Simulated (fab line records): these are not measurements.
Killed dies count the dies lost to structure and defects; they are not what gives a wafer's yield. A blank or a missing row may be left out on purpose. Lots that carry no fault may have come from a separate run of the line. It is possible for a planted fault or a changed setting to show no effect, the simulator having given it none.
Problem report, 8D (eight disciplines) form, completed by code :: flow rit_cmos :: the parts of the form that need people (team, actions taken, sign-off) are left out

## 1. THE PROBLEM
Wafers without a fault read 45.001, standard deviation 0.014; beam_energy_keV at RIT_PRETRO_IMPLANT_08 reads a mean of 44.397 on 6 wafers belonging to 2 lots. That puts it -43 standard deviations away from the usual mean.
First seen on wafer L253.1, day 4 00:40, on implanter-01. Wafers with a number at this step in the record: 18, from 6 lots. The rule behind "out" and "out of limits": a value lying over 4 standard deviations away from the usual mean. The other wafers with a number count as sound.

## 2. WHAT IT IS, WHAT IT ISN'T
question: which readings at this step
is: beam_energy_keV
is not: beam_on_s

question: which lots
is: L253, L257
is not: L246, L249, L252, L256

question: which wafers of those lots
is: all that have a number
is not: -

question: read on which tools
is: implanter-01
is not: implanter-04

question: when
is: from day 4 00:40
is not: up to then (9 sound wafers); but 3 sound wafers of L256 came after

## 3. SUSPECTS, AND WHAT RULES EACH OUT
Counting: a tool stays on the suspect list if, at a process step up to the reading, it processed all lots that are out and no sound lot following the first of them.
- implanter-01 at RIT_PRETRO_IMPLANT_08: kept. Every lot that is out went through it, starting with L253 (day 4 00:40), and after that it ran no sound lot; the last sound lot it ran before then is L249 (day 3 06:47). Out on those wafers are its own readings of beam_energy_keV.
Remaining after the count: implanter-01 at RIT_PRETRO_IMPLANT_08.

## 4. THE CAUSE (what the simulator had put in)
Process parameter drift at RIT_PRETRO_IMPLANT_08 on implanter-01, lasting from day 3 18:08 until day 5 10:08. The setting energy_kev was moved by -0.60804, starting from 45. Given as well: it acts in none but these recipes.
The count eliminated every tool but this one.

## 5. THE CHAIN OF EFFECTS, in route order
Rows list readings where the struck wafers' mean (over those with a number) sits beyond 3 standard deviations from the usual. Scope: only readings with a usual standard deviation given in the record; hours: median across lots of the time from each lot's start at the first step in this table that gives one to its start at this step; sigmas: change in usual standard deviations.
hours: 0
step: RIT_PRETRO_IMPLANT_08
reading: beam_energy_keV
usual: 45.001
on struck wafers: 44.397
change: -0.604
sigmas: -43
Process steps it contains:
- RIT_PRETRO_IMPLANT_08

## 6. WHAT WOULD HAVE CAUGHT IT SOONER
7 hours passed between the start of the fault at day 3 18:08 and the first reading out of limits in this record, taken at day 4 00:40.
